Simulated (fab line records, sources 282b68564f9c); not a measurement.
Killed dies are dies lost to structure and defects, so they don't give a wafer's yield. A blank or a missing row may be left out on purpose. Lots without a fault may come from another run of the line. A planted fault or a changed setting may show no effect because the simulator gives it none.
A struck lot beside a sound one | flow rit_cmos | 30 steps out of a route of 202
Sound: wafers L908.1, L908.3, L908.4. Struck: wafers L914.1, L914.4, L914.5. The cause comes at the end.
At each step with rows: each side's tool, then ch and its chambers, then its first start. Under that, the readings that differ: sound wafers | struck wafers | difference of the means | sigmas: that difference in standard deviations of wafers without a fault.
alike: readings whose means differ by less than 2 such deviations, and words and numbers that are the same on both sides. not compared: withheld readings, readings that some wafer has no value for, bounds like >300 that may hide the same value, and numbers for which the record gives no deviation and whose values overlap.
The two part at a step that has a row with sigmas, a row that says differs or no value, or rows on one side only. Numbers that don't overlap but have no deviation are shown without sigmas and don't part them. A reading that every wafer of one side lacks parts them only if that side has two wafers or more.

RIT_FOX2_THK_MEAS_01:
  sound on film_metro-03, day 3 15:23; struck on film_metro-02, day 4 19:17
  alike: FOX2_OXIDE_THK
then, 2 steps without rows for these wafers: RIT_FOX2_CLEAN_02 (cleans in dHF, time 180 s); RIT_FOX2_WET_ETCH_03 (etches Si3N4 in H3PO4, target depth 195 nm, time 2700 s).
RIT_FOX2_THK_MEAS_90:
  sound on film_metro-03, day 3 16:16; struck on film_metro-02, day 4 20:10
  alike: FIELD_OXIDE_LEFT_1_THK
then, 6 steps without rows for these wafers: RIT_NWELL_HMDS_00 (prime time 60 s); RIT_NWELL_COAT_01 (resist thk 1300 nm); RIT_NWELL_SOFTBAKE_02 (time 60 s); RIT_NWELL_EXPOSE_03 (exposes mask M2, target cd 43900 nm); RIT_NWELL_PEB_04; RIT_NWELL_DEVELOP_05 (develop time 68 s).
RIT_NWELL_OVL_MEAS_06:
  sound on overlay-02, day 3 17:20; struck on overlay-01, day 4 21:13
  alike: NWELL_OVL
then, 1 step without rows for these wafers: RIT_NWELL_HARDBAKE_07 (time 120 s).
RIT_NWELL_IMPLANT_08:
  sound on implanter-01 ch 0, day 3 17:37; struck on implanter-01 ch 0, day 4 21:31
  reading       | sound                         | struck                        | difference | sigmas
  dose_ions_cm2 | 4.995e+13 4.995e+13 4.996e+13 | 5.154e+13 5.155e+13 5.146e+13 | +1.563e+12 | +29
RIT_NWELL_STRIP_09: strips in O2, time 180 s.
  sound on plasma_asher-04 ch 0,1, day 3 17:46; struck on plasma_asher-01 ch 0,1, day 4 21:40
  alike: drypump_motor_current_A
  not compared: rf_hours_counter_h
RIT_NWELL_TW_MEAS_10:
  sound on film_metro-01, day 3 17:56; struck on film_metro-03, day 4 21:50
  reading  | sound          | struck         | difference | sigmas
  NWELL_TW | 2141 2145 2156 | 2176 2193 2195 | +41        | +3
then, 6 steps without rows for these wafers: RIT_PWELL_HMDS_00 (prime time 60 s); RIT_PWELL_COAT_01 (resist thk 1300 nm); RIT_PWELL_SOFTBAKE_02 (time 60 s); RIT_PWELL_EXPOSE_03 (exposes mask M3, target cd 43700 nm); RIT_PWELL_PEB_04; RIT_PWELL_DEVELOP_05 (develop time 68 s).
RIT_PWELL_OVL_MEAS_06:
  sound on overlay-02, day 3 18:53; struck on overlay-01, day 4 22:46
  alike: PWELL_OVL
then, 2 steps without rows for these wafers: RIT_PWELL_HARDBAKE_07 (time 120 s); RIT_PWELL_IMPLANT_08.
RIT_PWELL_STRIP_09: strips in O2, time 180 s.
  sound on plasma_asher-03 ch 0,1, day 3 19:19; struck on plasma_asher-02 ch 0, day 4 23:13
  alike: drypump_motor_current_A
  not compared: rf_hours_counter_h
RIT_PWELL_TW_MEAS_10:
  sound on film_metro-03, day 3 19:29; struck on film_metro-03, day 4 23:23
  alike: PWELL_TW
then, 1 step without rows for these wafers: RIT_WELLDRIVE_ANNEAL_00 (time 14700 s).
RIT_WELLDRIVE_RS_MEAS_01: measures by four-point-probe.
  sound on film_metro-01, day 4 01:34; struck on film_metro-04, day 5 05:44
  reading           | sound             | struck            | difference | sigmas
  NWELL_RS (ohm/sq) | 276.4 276.0 275.6 | 269.5 269.2 269.1 | -6.7       | -7
  not compared: hold
RIT_WELLDRIVE_RS_MEAS_02: measures by four-point-probe.
  sound on film_metro-01, day 4 01:41; struck on film_metro-04, day 5 08:49
  reading | sound | struck                                                                     | difference                   | sigmas
  hold    | - - - | await_dispo/3.0h/release await_dispo/3.0h/release await_dispo/3.0h/release | no value on the sound wafers |
  alike: PWELL_RS
RIT_M1_PROBE_99:
  the record has rows for the struck wafers here (prober-01, day 6 19:08) and none for the sound ones

WHERE THEY PART
First at RIT_NWELL_IMPLANT_08; last, within this record, at RIT_M1_PROBE_99.

WHY: what the simulator had put in
Process parameter drift: implanter-01, from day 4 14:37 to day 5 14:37, at RIT_NWELL_IMPLANT_08. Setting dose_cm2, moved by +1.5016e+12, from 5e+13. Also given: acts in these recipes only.
